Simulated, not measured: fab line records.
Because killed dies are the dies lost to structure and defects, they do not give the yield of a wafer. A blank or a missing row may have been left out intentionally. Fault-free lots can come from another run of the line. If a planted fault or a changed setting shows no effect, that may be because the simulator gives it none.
Struck lot and sound lot, side by side	flow rit_cmos	15 out of 202 route steps
Sound: wafers L463.2, L463.4, L463.5. Struck: wafers L471.1, L471.4. (L471.5 of the same lot was not struck and is left out.) The cause comes at the end.
Order at every step that has rows: each side's tool, ch and its chambers, its first start. Under that, the readings that differ: sound wafers	struck wafers	difference of the means	sigmas: that difference in standard deviations of wafers without a fault.
alike: readings whose means differ by less than 2 such deviations, and words and numbers that are the same on both sides. not compared: withheld readings, readings that some wafer has no value for, bounds like >300 that may hide the same value, and numbers for which the record gives no deviation and whose values overlap.
The two part at a step that has a row with sigmas, a row that says differs or no value, or rows on one side only. Non-overlapping numbers with no deviation appear without sigmas and do not part them. A reading that every wafer of one side lacks parts them only if that side has two wafers or more.

RIT_M1_SPUTTER_00: material Al, target thk 400 nm, time 500 s.
  sound on pvd_sputter-01, day 3 23:58; struck on pvd_sputter-03, day 5 18:35
  alike: throttle_valve_pct
RIT_M1_RS_MEAS_01: the measuring method here is four-point-probe.
  sound on film_metro-02, day 4 00:16; struck on film_metro-03, day 5 18:53
  alike: M1_AL_RS
RIT_M1_THK_MEAS_02: measures by xrf.
  sound on film_metro-02, day 4 00:23; struck on film_metro-03, day 5 19:00
  alike: M1_AL_THK
then, 6 steps without rows for these wafers: RIT_M1_HMDS_03 (prime time 60 s); RIT_M1_COAT_04 (resist thk 1300 nm); RIT_M1_SOFTBAKE_05 (time 60 s); RIT_M1_EXPOSE_06 (exposes mask M12, target cd 2600 nm); RIT_M1_PEB_07; RIT_M1_DEVELOP_08 (develop time 68 s).
RIT_M1_CD_MEAS_09: the cd target is 2600 nm.
  sound on cd_sem-01, day 4 01:20; struck on cd_sem-01, day 5 19:56
  alike: cd_nm
RIT_M1_OVL_MEAS_10:
  sound on overlay-02, day 4 01:26; struck on overlay-01, day 5 20:04
  alike: M1_OVL
then, 1 step without rows for these wafers: RIT_M1_HARDBAKE_11 (time 120 s).
RIT_M1_METAL_ETCH_12: etches Al in Cl2/BCl3, stops on SiO2, time 165 s, target depth 600 nm.
  sound on rie_metal-04 ch 0,1, day 4 01:43; struck on rie_metal-02 ch 1, day 5 20:21
reading	sound	struck	difference	sigmas
model.NOVOLAK_of_M1_COAT_04.thk_nm (nm)	804.5 807.9 810.7	916.4 913.9	+107.4	
model.M1.feature_depth_nm (nm)	432.1 430.5 430.5	399.8 399.4	-31.4	
model.SiO2_of_CONTACT_CVD_00.thk_nm (nm)	364.6 367.4 363.3	367.7 372.9	+5.2	
  alike: chamber_pressure_mTorr, drypump_motor_current_A, oes_product_au, throttle_valve_pct
  not compared: rf_hours_counter_h
then, 1 step without rows for these wafers: RIT_M1_STRIP_13 (strips in nmp, time 600 s).
RIT_M1_PROBE_99:
  sound on prober-01, day 4 04:01; struck on prober-01, day 5 22:49
reading	sound	struck	difference	sigmas
model.etest.m1_comb_over_steps.over_limit	0 0 0	1 1	+1	
model.etest.ring.over_limit	0 0 0	1 1	+1	
model.etest.antenna_m1.vt_shift_v (V)	-0.01022 -0.008991 -0.01592	-0.001074 0.0008305	+0.011589	

## WHERE THEY PART
Nowhere in this record.

WHY: whatever the simulator had introduced
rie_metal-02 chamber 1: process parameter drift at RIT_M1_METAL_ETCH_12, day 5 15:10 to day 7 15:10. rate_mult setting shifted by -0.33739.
